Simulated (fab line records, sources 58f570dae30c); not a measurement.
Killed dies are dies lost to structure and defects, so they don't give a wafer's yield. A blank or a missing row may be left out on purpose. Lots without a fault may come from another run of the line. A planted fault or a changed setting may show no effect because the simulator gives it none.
Which tool did it? | flow berkeley_cmos170 | 14 lots, 42 wafers sampled, at 2 steps of a route of 331

WHAT THE GAUGES READ, wafer by wafer
UCB170_NLDD_CD_MEAS_06: target cd 1200 nm.
lot  | measured     | on        | cd_nm (nm)
L650 | day 7 14:42  | cd_sem-02 | 1199.9 1198.9 1199.8
L653 | day 8 03:11  | cd_sem-01 | 1199.5 1199.7 1198.2
L654 | day 8 03:28  | cd_sem-02 | 1199.1 1199.8 1199.2
L655 | day 8 04:05  | cd_sem-02 | 1199.0 1198.8 1198.8
L658 | day 9 13:49  | cd_sem-02 | 1193.8 1195.0 1194.4
L664 | day 10 03:56 | cd_sem-02 | 1198.4 1199.3 1198.4
L662 | day 10 04:06 | cd_sem-01 | 1193.6 1191.9 1192.4
L666 | day 11 03:59 | cd_sem-01 | 1198.0 1198.4 1197.9
L667 | day 11 04:58 | cd_sem-01 | 1199.1 1199.2 1198.8
L668 | day 11 05:05 | cd_sem-01 | 1202.2 1199.7 1200.7
L669 | day 11 19:28 | cd_sem-02 | 1199.6 1199.3 1200.0
L670 | day 12 08:42 | cd_sem-01 | 1199.8 1201.0 1201.0
L672 | day 12 15:48 | cd_sem-02 | 1197.5 1198.2 1197.5
L671 | day 12 20:27 | cd_sem-01 | 1199.5 1200.0 1199.0

WHICH TOOL RAN EACH LOT (tool, then ch and the chambers of the sampled wafers, then the start)
lot  | UCB170_NLDD_COAT_01
L650 | litho_track-02 ch 0, day 7 14:01
L653 | litho_track-04 ch 0, day 8 01:25
L654 | litho_track-03 ch 0, day 8 01:43
L655 | litho_track-02 ch 0, day 8 03:04
L658 | litho_track-04 ch 0, day 9 12:52
L664 | litho_track-03 ch 0, day 10 02:39
L662 | litho_track-04 ch 0, day 10 02:53
L666 | litho_track-03 ch 0, day 11 02:50
L667 | litho_track-02 ch 0, day 11 03:34
L668 | litho_track-02 ch 0, day 11 04:01
L669 | litho_track-03 ch 0, day 11 18:40
L670 | litho_track-02 ch 0, day 12 07:53
L672 | litho_track-02 ch 0, day 12 14:53
L671 | litho_track-04 ch 0, day 12 19:38
- UCB170_NLDD_COAT_01: resist thk 900 nm.

WHAT THE TOOLS THEMSELVES READ (means of the sampled wafers that have a number; where no wafer has one, the mark that the record gives instead)
UCB170_NLDD_COAT_01.
lot  | tool           | dispense_pressure_kPa (kPa) | spin_speed_rpm (rpm)
L650 | litho_track-02 | 57                          | 1500.1
L653 | litho_track-04 | 50                          | 1500.4
L654 | litho_track-03 | 51                          | 1499.9
L655 | litho_track-02 | 57                          | 1500.5
L658 | litho_track-04 | 50                          | 1499.6
L664 | litho_track-03 | 51                          | 1499.9
L662 | litho_track-04 | 50                          | 1500.2
L666 | litho_track-03 | 51                          | 1499.9
L667 | litho_track-02 | 57                          | 1499.9
L668 | litho_track-02 | 57                          | 1500.0
L669 | litho_track-03 | 51                          | 1499.9
L670 | litho_track-02 | 57                          | 1499.7
L672 | litho_track-02 | 57                          | 1500.0
L671 | litho_track-04 | 50                          | 1500.3

THE ANSWER, worked out from the rows above alone
Rule: what is usual is taken from the lots themselves. Put in order of their means at a reading, lots are off if they are a third of the lots or fewer, leave a main group of 4 or more, and stand apart from it by a gap of 3 or more times the standard deviation of the main group's means; of several such gaps the widest counts. A main group whose means are all the same, to the digits that the tables above print for the reading, isn't used. A lot without any number at a reading at which 4 lots or more have one is off too. The other lots that the step has rows for count as sound. The gauges are gone through in route order, then the tools' own readings, and for those a lot's mean is taken as printed above. The first step at which some lot is off is used, and at that step the reading that is off furthest; a lot without a number counts as furthest.
Off: L658, L662, at UCB170_NLDD_CD_MEAS_06 (cd_nm). The main group: mean 1199.3 nm, standard deviation 0.86.
A tool fits if, at a process step before that reading, it ran every lot that is off, and no sound lot after the first of them. The gauges at UCB170_NLDD_CD_MEAS_06 are tried like those tools. None of those tried fits.

WHAT THE SIMULATOR HAD PUT IN
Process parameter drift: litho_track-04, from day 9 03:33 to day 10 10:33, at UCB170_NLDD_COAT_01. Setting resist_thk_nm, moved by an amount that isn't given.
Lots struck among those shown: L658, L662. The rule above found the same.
